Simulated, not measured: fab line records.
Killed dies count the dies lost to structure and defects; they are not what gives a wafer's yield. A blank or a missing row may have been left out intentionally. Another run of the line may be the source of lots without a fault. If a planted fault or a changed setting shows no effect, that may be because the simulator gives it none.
Which of the tools did it? :: flow rit-cmos :: 14 lots (42 wafers sampled), 1 step of a 202-step route

## WHAT EACH GAUGE READ, for each wafer
No reading from a measuring or inspecting step in the record can be judged against a usual standard deviation.

## WHAT TOOL EACH LOT RAN ON (gives the tool, then ch and the chambers of the sampled wafers, and finally the start)
lot: L416
RIT_PRETRO_EXPOSE_03: iline-stepper-01 ch 0, day 2 07:29

lot: L420
RIT_PRETRO_EXPOSE_03: iline-stepper-02 ch 0, day 3 03:01

lot: L421
RIT_PRETRO_EXPOSE_03: iline-stepper-02 ch 0, day 3 07:55

lot: L422
RIT_PRETRO_EXPOSE_03: iline-stepper-02 ch 0, day 3 13:00

lot: L423
RIT_PRETRO_EXPOSE_03: iline-stepper-02 ch 0, day 3 17:13

lot: L426
RIT_PRETRO_EXPOSE_03: iline-stepper-01 ch 0, day 4 08:01

lot: L428
RIT_PRETRO_EXPOSE_03: iline-stepper-02, day 4 18:03

lot: L429
RIT_PRETRO_EXPOSE_03: iline-stepper-02, day 5 00:29

lot: L430
RIT_PRETRO_EXPOSE_03: iline-stepper-01 ch 0, day 5 04:11

lot: L431
RIT_PRETRO_EXPOSE_03: iline-stepper-02 ch 0, day 5 09:30

lot: L434
RIT_PRETRO_EXPOSE_03: iline-stepper-02 ch 0, day 6 00:20

lot: L437
RIT_PRETRO_EXPOSE_03: iline-stepper-01 ch 0, day 6 20:43

lot: L438
RIT_PRETRO_EXPOSE_03: iline-stepper-02 ch 0, day 6 22:03

lot: L439
RIT_PRETRO_EXPOSE_03: iline-stepper-01 ch 0, day 7 04:14
- RIT_PRETRO_EXPOSE_03: exposes mask M5, target cd 43700 nm.

## AS READ BY THE TOOLS THEMSELVES (means over the sampled wafers that have a number; for cases with no such wafer, the mark the record gives instead)
RIT_PRETRO_EXPOSE_03.
lot: L416
tool: iline-stepper-01
exposure-dose-mJ-cm2: 250.06
focus-offset-nm (nm): 0.4

lot: L420
tool: iline-stepper-02
exposure-dose-mJ-cm2: 249.90
focus-offset-nm (nm): -0.4

lot: L421
tool: iline-stepper-02
exposure-dose-mJ-cm2: 249.83
focus-offset-nm (nm): 0.7

lot: L422
tool: iline-stepper-02
exposure-dose-mJ-cm2: 250.03
focus-offset-nm (nm): -0.6

lot: L423
tool: iline-stepper-02
exposure-dose-mJ-cm2: 249.98
focus-offset-nm (nm): 0.5

lot: L426
tool: iline-stepper-01
exposure-dose-mJ-cm2: 249.90
focus-offset-nm (nm): 0.6

lot: L428
tool: iline-stepper-02
exposure-dose-mJ-cm2: -
focus-offset-nm (nm): -

lot: L429
tool: iline-stepper-02
exposure-dose-mJ-cm2: -
focus-offset-nm (nm): -

lot: L430
tool: iline-stepper-01
exposure-dose-mJ-cm2: 250.04
focus-offset-nm (nm): 0.1

lot: L431
tool: iline-stepper-02
exposure-dose-mJ-cm2: 249.82
focus-offset-nm (nm): 0.3

lot: L434
tool: iline-stepper-02
exposure-dose-mJ-cm2: 249.80
focus-offset-nm (nm): -0.7

lot: L437
tool: iline-stepper-01
exposure-dose-mJ-cm2: 249.96
focus-offset-nm (nm): 0.3

lot: L438
tool: iline-stepper-02
exposure-dose-mJ-cm2: 249.71
focus-offset-nm (nm): -0.4

lot: L439
tool: iline-stepper-01
exposure-dose-mJ-cm2: 249.92
focus-offset-nm (nm): 0.2

## THE ANSWER, worked out from the rows above alone
Rule: usual is defined by the lots themselves. The widest of any qualifying gaps counts: lots, ordered by their means at a reading, are off when they make up no more than a third of the lots, leave a main group of 4 or more, and stand apart from it by 3 or more times the standard deviation of that group's means. A main group is skipped when, at the precision printed for the reading in the tables above, its means are all equal. Also off: a lot with no number at a reading for which 4 or more lots have one. Where the step has rows for the other lots, those lots are counted as sound. After the gauges, taken in route order, come the tools' own readings; for these a lot's mean is taken, as printed above. The first step at which some lot is off is used, and at that step the reading that is off furthest; a lot without a number counts as furthest.
Off at RIT_PRETRO_EXPOSE_03 (exposure-dose-mJ-cm2): L428, L429. Without a number there: L428, L429. The main group: mean 249.91, standard deviation 0.1.
If a tool, at that step or one of the process steps before it, ran each lot that is off and ran no sound lot following the first of them, it fits. None of those tried fits.

## WHAT WAS PUT IN BY THE SIMULATOR
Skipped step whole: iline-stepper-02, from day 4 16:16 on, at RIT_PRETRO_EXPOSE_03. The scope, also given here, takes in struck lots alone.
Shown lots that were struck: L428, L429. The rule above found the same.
